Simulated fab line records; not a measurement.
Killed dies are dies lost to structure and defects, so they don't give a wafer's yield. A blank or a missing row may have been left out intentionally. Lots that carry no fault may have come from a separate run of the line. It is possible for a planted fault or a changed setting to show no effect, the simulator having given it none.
fab line records | flow rit_cmos
record lots=6 | wafers=18 | last_day=7
route steps=202 shown GATE@77 FOX2@80 M1@202
lots that met no fault: from a run of the same line without faults
start_h: start of the lot's first displayed wafer, in hours after the record's first day | wait_h: hours since the lot's step before | " identical to the entry in the row above | L1.1+2: a single row standing in for several wafers | - no value, or no start given | * or withheld: withheld | < > ~ a bound
route shown NAME@n: NAME is a module with steps in the file, n the number in the route of the first one | usual: the fault-free wafers' mean and standard deviation | same: alike in all rows | chamber/n: place in a boat | sites: each site's reading | _std_site: how widely they spread, as a standard deviation | _edge_site: the outer-site mean with the inner-site mean subtracted | radius_mm: how far each site lies from the wafer's centre | mask NAME#n: copy n | behind: the last tool/chamber to shape the wafer | hold: reason for holding the lot/hours on hold/outcome of the hold | device: the n, p or np transistor that did not switch | end of line: tests run on the same wafers once the route is complete | a step with no rows: only its recipe | killed: the dies lost at the first sort to structure and to defects; this is not the yield of the wafer | map: a wafer's dies, marking killed ones x, the rest . and places with no die _
set.NAME: the setting as run; set.NAME@STEP: as run at that earlier step | model.NAME: the simulator's own value behind a step, which no gauge read
certain route steps with their lots: each step a table, each wafer a row
services: the hour from which a tool's chamber was out of use, counted from the record's first day as start_h (under 0 if before that day), plus the number of hours and why
## steps
# step RIT_GATE_CLEAN_02
# recipe chemistry=dHF | dilution=50:1 | time_s=30
# step RIT_GATE_CLEAN_03
# recipe chemistry=SC2 | mix=3:3:50 | time_s=600 | temp_c=75 | dry=n2_spin
# step RIT_GATE_CLEAN_04
# recipe chemistry=dHF | dilution=50:1 | time_s=60 | dry=n2_spin
# step RIT_FOX2_THK_MEAS_91
# recipe reads=SiO2_of_FOX2_OXIDATION_00
# usual FIELD_OXIDE_LEFT_2_THK=257/6
lot.wafer | tool          | chamber | start_h | wait_h | FIELD_OXIDE_LEFT_2_THK[nm]
L534.4    | film_metro-03 | -       | 42.18   | 0.0    | 264
L534.5    | "             | -       | "       | "      | 265
L534.6    | "             | -       | "       | "      | 269
L538.3    | film_metro-04 | -       | 61.50   | 0.0    | 252
L538.4    | "             | -       | "       | "      | 250
L538.5    | "             | -       | "       | "      | 254
L541.2    | film_metro-01 | -       | 77.50   | 0.0    | 247
L541.3    | "             | -       | "       | "      | 249
L541.5    | "             | -       | "       | "      | 257
L548.1    | film_metro-03 | -       | 112.51  | 0.0    | 261
L548.2    | "             | -       | "       | "      | 262
L548.5    | "             | -       | "       | "      | 265
L552.1    | film_metro-03 | -       | 132.43  | 0.0    | 251
L552.4    | "             | -       | "       | "      | 254
L552.6    | "             | -       | "       | "      | 255
L555.4    | film_metro-03 | -       | 146.59  | 0.0    | 256
L555.5    | "             | -       | "       | "      | 258
L555.6    | "             | -       | "       | "      | 260
# step RIT_GATE_OXIDATION_05
# recipe temp_c=900 | ambient=O2 | target_thk_a=30 | ox_time_s=270
# step RIT_GATE_ANNEAL_06
# recipe temp_c=900 | time_s=600 | ambient=N2O
# step RIT_GATE_THK_MEAS_07
# recipe reads=SiO2_of_GATE_OXIDATION_05
# usual GATE_OXIDE_THK=3.02/0.069
lot.wafer | tool          | chamber | start_h | wait_h | GATE_OXIDE_THK[nm]
L534.4    | film_metro-03 | -       | 43.96   | 0.0    | 2.92
L534.5    | "             | -       | "       | "      | 3.09
L534.6    | "             | -       | "       | "      | 3.03
L538.3    | film_metro-01 | -       | 63.40   | 0.0    | 3.07
L538.4    | "             | -       | "       | "      | 3.00
L538.5    | "             | -       | "       | "      | 3.06
L541.2    | film_metro-01 | -       | 78.88   | 0.0    | 3.02
L541.3    | "             | -       | "       | "      | 3.03
L541.5    | "             | -       | "       | "      | 3.02
L548.1    | film_metro-01 | -       | 113.89  | 0.0    | 3.03
L548.2    | "             | -       | "       | "      | 2.94
L548.5    | "             | -       | "       | "      | 3.03
L552.1    | film_metro-03 | -       | 133.82  | 0.0    | 3.03
L552.4    | "             | -       | "       | "      | 3.04
L552.6    | "             | -       | "       | "      | 3.07
L555.4    | film_metro-04 | -       | 148.24  | 0.0    | 2.88
L555.5    | "             | -       | "       | "      | 2.89
L555.6    | "             | -       | "       | "      | 2.93
# step RIT_GATE_CVD_08
# recipe material=poly-Si | target_thk_nm=250 | temp_c=610 | precursor=SiH4 | time_s=2220 | pressure_mtorr=300 | sih4_flow_sccm=100
# step RIT_GATE_THK_MEAS_09
# recipe reads=poly-Si_of_GATE_CVD_08
# usual GATE_POLY_THK=249.3/2.4
lot.wafer | tool          | chamber | start_h | wait_h | GATE_POLY_THK[nm]
L534.4    | film_metro-03 | -       | 45.64   | 0.0    | 251.5
L534.5    | "             | -       | "       | "      | 252.0
L534.6    | "             | -       | "       | "      | 253.0
L538.3    | film_metro-01 | -       | 65.08   | 0.0    | 251.0
L538.4    | "             | -       | "       | "      | 251.0
L538.5    | "             | -       | "       | "      | 252.5
L541.2    | film_metro-03 | -       | 80.56   | 0.0    | 253.2
L541.3    | "             | -       | "       | "      | 250.5
L541.5    | "             | -       | "       | "      | 253.2
L548.1    | film_metro-04 | -       | 115.57  | 0.0    | 246.8
L548.2    | "             | -       | "       | "      | 244.6
L548.5    | "             | -       | "       | "      | 245.9
L552.1    | film_metro-03 | -       | 135.50  | 0.0    | 251.4
L552.4    | "             | -       | "       | "      | 251.1
L552.6    | "             | -       | "       | "      | 247.5
L555.4    | film_metro-03 | -       | 149.91  | 0.0    | 249.7
L555.5    | "             | -       | "       | "      | 249.5
L555.6    | "             | -       | "       | "      | 251.6
# step RIT_GATE_HMDS_10
# recipe prime_time_s=60 | prime_temp_c=140
# step RIT_GATE_COAT_11
# recipe resist=NOVOLAK | spin_rpm=4250 | resist_thk_nm=850
# step RIT_GATE_SOFTBAKE_12
# recipe resist=NOVOLAK | temp_c=90 | time_s=60
# step RIT_GATE_EXPOSE_13
# recipe mask_id=M6 | na=0.6 | source_shape=conventional | sigma_outer=0.6 | target_cd_nm=150 | dose_mj=380
# usual focus_offset_nm=0.0/0.57
# same na=0.6 | sigma_outer=0.6
lot.wafer | tool             | chamber | start_h | wait_h | mask | focus_offset_nm | model.GATE.overlay_x_nm
L534.4    | iline_stepper-02 | 0       | 46.27   | 0.1    | M6#0 | -0.7            | -1.173
L534.5    | "                | 0       | "       | "      | M6#0 | -0.2            | -1.173
L534.6    | "                | 0       | "       | "      | M6#0 | -0.5            | -1.173
L538.3    | iline_stepper-01 | 0       | 65.62   | 0.1    | M6#0 | 0.0             | -1.273
L538.4    | "                | 0       | "       | "      | M6#0 | -0.6            | -1.273
L538.5    | "                | 0       | "       | "      | M6#0 | -0.4            | -1.273
L541.2    | iline_stepper-01 | 0       | 81.20   | 0.2    | M6#0 | 1.0             | -148.4
L541.3    | "                | 0       | "       | "      | M6#0 | 1.4             | -148.4
L541.5    | "                | 0       | "       | "      | M6#0 | 0.2             | -148.4
L548.1    | iline_stepper-01 | 0       | 116.28  | 0.2    | M6#0 | 0.1             | -149.2
L548.2    | "                | 0       | "       | "      | M6#0 | 1.3             | -149.2
L548.5    | "                | 0       | "       | "      | M6#0 | 0.7             | -149.2
L552.1    | iline_stepper-02 | 0       | 136.01  | 0.1    | M6#0 | -0.1            | 0.9684
L552.4    | "                | 0       | "       | "      | M6#0 | -0.3            | 0.9684
L552.6    | "                | 0       | "       | "      | M6#0 | -0.3            | 0.9684
L555.4    | iline_stepper-02 | 0       | 150.45  | 0.1    | M6#0 | -0.5            | 0.5371
L555.5    | "                | 0       | "       | "      | M6#0 | -0.5            | 0.5371
L555.6    | "                | 0       | "       | "      | M6#0 | -0.2            | 0.5371
# step RIT_GATE_PEB_14
# recipe resist=NOVOLAK | temp_c=withheld | time_s=withheld
# step RIT_GATE_DEVELOP_15
# recipe resist=NOVOLAK | develop_time_s=50 | dev_temp_c=23
# step RIT_GATE_CD_MEAS_16
# recipe target_cd_nm=150
# usual cd_nm=149.9/2.2
lot.wafer | tool      | chamber | start_h | wait_h | cd_nm
L534.4    | cd_sem-02 | -       | 46.67   | -      | 149.6
L534.5    | "         | -       | "       | "      | 149.4
L534.6    | "         | -       | "       | "      | 152.6
L538.3    | cd_sem-01 | -       | 66.02   | -      | 151.1
L538.4    | "         | -       | "       | "      | 148.7
L538.5    | "         | -       | "       | "      | 149.7
L541.2    | cd_sem-01 | -       | 81.60   | -      | 151.4
L541.3    | "         | -       | "       | "      | 151.8
L541.5    | "         | -       | "       | "      | 151.8
L548.1    | cd_sem-01 | -       | 116.68  | -      | 150.4
L548.2    | "         | -       | "       | "      | 152.8
L548.5    | "         | -       | "       | "      | 154.2
L552.1    | cd_sem-01 | -       | 136.46  | -      | 151.1
L552.4    | "         | -       | "       | "      | 152.0
L552.6    | "         | -       | "       | "      | 150.4
L555.4    | cd_sem-02 | -       | 150.85  | -      | 150.6
L555.5    | "         | -       | "       | "      | 150.1
L555.6    | "         | -       | "       | "      | 151.8
# step RIT_GATE_OVL_MEAS_17
# usual GATE_OVL=0.6/1.4
lot.wafer | tool       | chamber | start_h | wait_h | GATE_OVL[nm]
L534.4    | overlay-02 | -       | 46.75   | 0.1    | -0.3
L534.5    | "          | -       | "       | "      | -1.1
L534.6    | "          | -       | "       | "      | -0.6
L538.3    | overlay-02 | -       | 66.11   | 0.1    | -0.5
L538.4    | "          | -       | "       | "      | 0.8
L538.5    | "          | -       | "       | "      | -1.1
L541.2    | overlay-02 | -       | 81.71   | 0.1    | -147.6
L541.3    | "          | -       | "       | "      | -148.8
L541.5    | "          | -       | "       | "      | -148.0
L548.1    | overlay-01 | -       | 116.80  | 0.1    | -150.1
L548.2    | "          | -       | "       | "      | -152.1
L548.5    | "          | -       | "       | "      | -149.0
L552.1    | overlay-02 | -       | 136.58  | 0.1    | 2.4
L552.4    | "          | -       | "       | "      | 1.7
L552.6    | "          | -       | "       | "      | -0.6
L555.4    | overlay-01 | -       | 150.93  | 0.1    | -0.8
L555.5    | "          | -       | "       | "      | -0.2
L555.6    | "          | -       | "       | "      | -0.3
# step RIT_GATE_HARDBAKE_18
# recipe resist=NOVOLAK | temp_c=140 | time_s=60
# step RIT_M1_PROBE_99
# usual killed_at_M0_to_M3=0.0/0.14 | killed_at_front_end=7/3.4 | killed_dies=7/3.4 | killed_open=3.3/2 | killed_short=3.8/2.4
# same gross_dies=264 | killed_at_M4_up=0 | killed_at_back_side=0 | killed_at_contacts=0 | killed_at_other=0
lot.wafer | tool      | chamber | start_h | wait_h | killed_at_M0_to_M3 | killed_at_front_end | killed_dies | killed_open | killed_short | model.etest.nldd.width_nm | model.etest.pldd.width_nm | model.etest.select_edge_diode_p.leak_log10_a | model.etest.select_edge_diode_n.leak_log10_a | model.etest.gate_end_array.leak_log10_a_um
L534.4    | prober-02 | -       | 67.75   | 0.2    | 0                  | 6                   | 6           | 3           | 3            | 3147                      | 3164                      | -10.43                                       | -9.966                                       | -12.99
L534.5    | prober-02 | -       | 67.80   | 0.2    | 0                  | 6                   | 6           | 3           | 3            | 3145                      | 3126                      | -10.42                                       | -9.718                                       | -12.91
L534.6    | prober-02 | -       | 67.85   | 0.2    | 0                  | 2                   | 2           | 1           | 1            | 3140                      | 3143                      | -10.37                                       | -9.716                                       | -13.07
L538.3    | prober-02 | -       | 86.14   | 0.2    | 0                  | 3                   | 3           | 2           | 1            | 3161                      | 3157                      | -10.36                                       | -9.984                                       | -13.02
L538.4    | prober-02 | -       | 86.19   | 0.2    | 0                  | 6                   | 6           | 1           | 5            | 3147                      | 3168                      | -10.4                                        | -9.756                                       | -12.95
L538.5    | prober-02 | -       | 86.24   | 0.2    | 0                  | 5                   | 5           | 3           | 2            | 3148                      | 3155                      | -10.57                                       | -9.928                                       | -13.04
L541.2    | prober-01 | -       | 101.99  | 0.1    | 0                  | 4                   | 4           | 2           | 2            | 3107                      | 3094                      | -6.773                                       | -6.141                                       | -11.83
L541.3    | prober-01 | -       | 102.04  | 0.2    | 0                  | 7                   | 7           | 2           | 5            | 3103                      | 3092                      | -8.336                                       | -7.76                                        | -12.12
L541.5    | prober-01 | -       | 102.14  | 0.2    | 0                  | 4                   | 4           | 1           | 3            | 3103                      | 3085                      | -8.445                                       | -7.874                                       | -12.3
L548.1    | prober-02 | -       | 137.14  | 0.1    | 0                  | 5                   | 5           | 2           | 3            | 3098                      | 3084                      | -5.999                                       | -5.597                                       | -11.79
L548.2    | prober-02 | -       | 137.19  | 0.1    | 1                  | 7                   | 8           | 4           | 3            | 3093                      | 3102                      | -7.047                                       | -6.569                                       | -12.08
L548.5    | prober-02 | -       | 137.34  | 0.2    | 0                  | 7                   | 7           | 7           | 0            | 3093                      | 3088                      | -7.597                                       | -6.92                                        | -11.88
L552.1    | prober-02 | -       | 158.44  | 0.1    | 0                  | 12                  | 12          | 8           | 4            | 3180                      | 3161                      | -10.18                                       | -9.795                                       | -12.77
L552.4    | prober-02 | -       | 158.59  | 0.2    | 0                  | 5                   | 5           | 2           | 3            | 3163                      | 3185                      | -10.29                                       | -9.794                                       | -12.77
L552.6    | prober-02 | -       | 158.69  | 0.2    | 0                  | 7                   | 7           | 2           | 5            | 3179                      | 3195                      | -10.13                                       | -9.744                                       | -12.9
L555.4    | prober-01 | -       | 171.11  | 0.2    | 0                  | 8                   | 8           | 2           | 6            | 3184                      | 3158                      | -10.29                                       | -9.937                                       | -12.62
L555.5    | prober-01 | -       | 171.16  | 0.2    | 0                  | 8                   | 8           | 7           | 1            | 3194                      | 3192                      | -10.27                                       | -9.938                                       | -12.74
L555.6    | prober-01 | -       | 171.21  | 0.2    | 0                  | 9                   | 9           | 3           | 5            | 3179                      | 3180                      | -10.4                                        | -9.782                                       | -12.74
# killed by level:class
L534.4 SILICIDE:geometric_particle:short=2 SILICIDE:geometric_particle:open=2 GATE:geometric_particle:short=1 SPACER:geometric_particle:open=1
L534.5 GATE:geometric_particle:short=3 FOX2:geometric_particle:open=1 REOX:geometric_particle:open=1 SPACER:geometric_particle:open=1
L534.6 GATE:geometric_particle:short=1 SILICIDE:geometric_particle:open=1
L538.3 GATE:geometric_particle:open=1 REOX:geometric_particle:short=1 SPACER:geometric_particle:open=1
L538.4 GATE:geometric_particle:short=3 FOX1:geometric_particle:short=1 REOX:geometric_particle:open=1 SPACER:geometric_particle:short=1
L538.5 GATE:geometric_particle:open=2 FOX1:geometric_particle:short=1 GATE:geometric_particle:short=1 SPACER:geometric_particle:open=1
L541.2 GATE:geometric_particle:short=1 GATE:geometric_particle:open=1 REOX:geometric_particle:short=1 SILICIDE:geometric_particle:open=1
L541.3 GATE:geometric_particle:short=3 GATE:geometric_particle:open=2 FOX2:geometric_particle:short=1 REOX:geometric_particle:short=1
L541.5 FOX1:geometric_particle:short=2 FOX2:geometric_particle:short=1 GATE:geometric_particle:open=1
L548.1 GATE:geometric_particle:open=2 GATE:geometric_particle:short=1 SPACER:geometric_particle:short=1 SILICIDE:geometric_particle:short=1
L548.2 SPACER:geometric_particle:open=2 SPACER:geometric_particle:short=2 FOX1:geometric_particle:short=1 GATE:geometric_particle:open=1 REOX:geometric_particle:open=1 M1:coat_microbubble_printed=1
L548.5 GATE:geometric_particle:open=4 SILICIDE:geometric_particle:open=2 REOX:geometric_particle:open=1
L552.1 GATE:geometric_particle:open=5 FOX1:geometric_particle:short=2 FOX2:geometric_particle:open=1 GATE:geometric_particle:short=1 REOX:geometric_particle:open=1 SPACER:geometric_particle:short=1 SILICIDE:geometric_particle:open=1
L552.4 GATE:geometric_particle:short=2 FOX1:geometric_particle:short=1 GATE:geometric_particle:open=1 SPACER:geometric_particle:open=1
L552.6 GATE:geometric_particle:short=3 FOX1:geometric_particle:short=1 SPACER:geometric_particle:open=1 SILICIDE:geometric_particle:short=1 SILICIDE:geometric_particle:open=1
L555.4 SILICIDE:geometric_particle:short=3 FOX1:geometric_particle:short=1 FOX1:geometric_particle:open=1 FOX2:geometric_particle:short=1 GATE:geometric_particle:short=1 SPACER:geometric_particle:open=1
L555.5 FOX1:geometric_particle:open=3 SPACER:geometric_particle:open=3 GATE:geometric_particle:open=1 SILICIDE:geometric_particle:short=1
L555.6 FOX1:geometric_particle:short=2 GATE:geometric_particle:open=2 SPACER:geometric_particle:short=2 GATE:geometric_particle:short=1 SILICIDE:geometric_particle:open=1 ACTIVE:coat_microbubble_printed=1
## services
tool             | chamber | start_h | hours | kind
iline_stepper-02 | -       | 43.09   | 1.7   | pm
iline_stepper-01 | 0       | 47.28   | -     | calibration
iline_stepper-02 | -       | 61.26   | 11.4  | repair
iline_stepper-01 | -       | 85.50   | 21.6  | repair
iline_stepper-01 | -       | 107.06  | 8.9   | pm
iline_stepper-02 | 0       | 124.75  | -     | calibration
iline_stepper-01 | -       | 142.74  | 1.7   | pm
## key
first_sign step=RIT_GATE_OVL_MEAS_17 | reading=GATE_OVL | direction=down | sigmas=99+ | usual=0.6 | struck=-149.3
effect none on later readings
model_effect step=RIT_GATE_EXPOSE_13 | value=GATE.overlay_x_nm | without=1.173 | struck=-148.8
model_effect step=RIT_M1_PROBE_99 | value=etest.nldd.width_nm | without=3158 | struck=3100
met_at RIT_GATE_EXPOSE_13
struck_wafers L541.2,L541.3,L541.5,L548.1,L548.2,L548.5
tester_left_out L541,L548
onset_between 65.62 81.20
fault kind=scanner_matching_overlay | tool=iline_stepper-01 | chamber=- | onset_h=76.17 | steps=RIT_GATE_EXPOSE_13 | offset=-150
# tester_left_out: of these lots the tester's yield and bins aren't shown, on N5 and GAA mostly nor the transistor test; their killed dies are dies lost to structure and defects alone, not to doping, threshold or leakage, so they don't give the yield
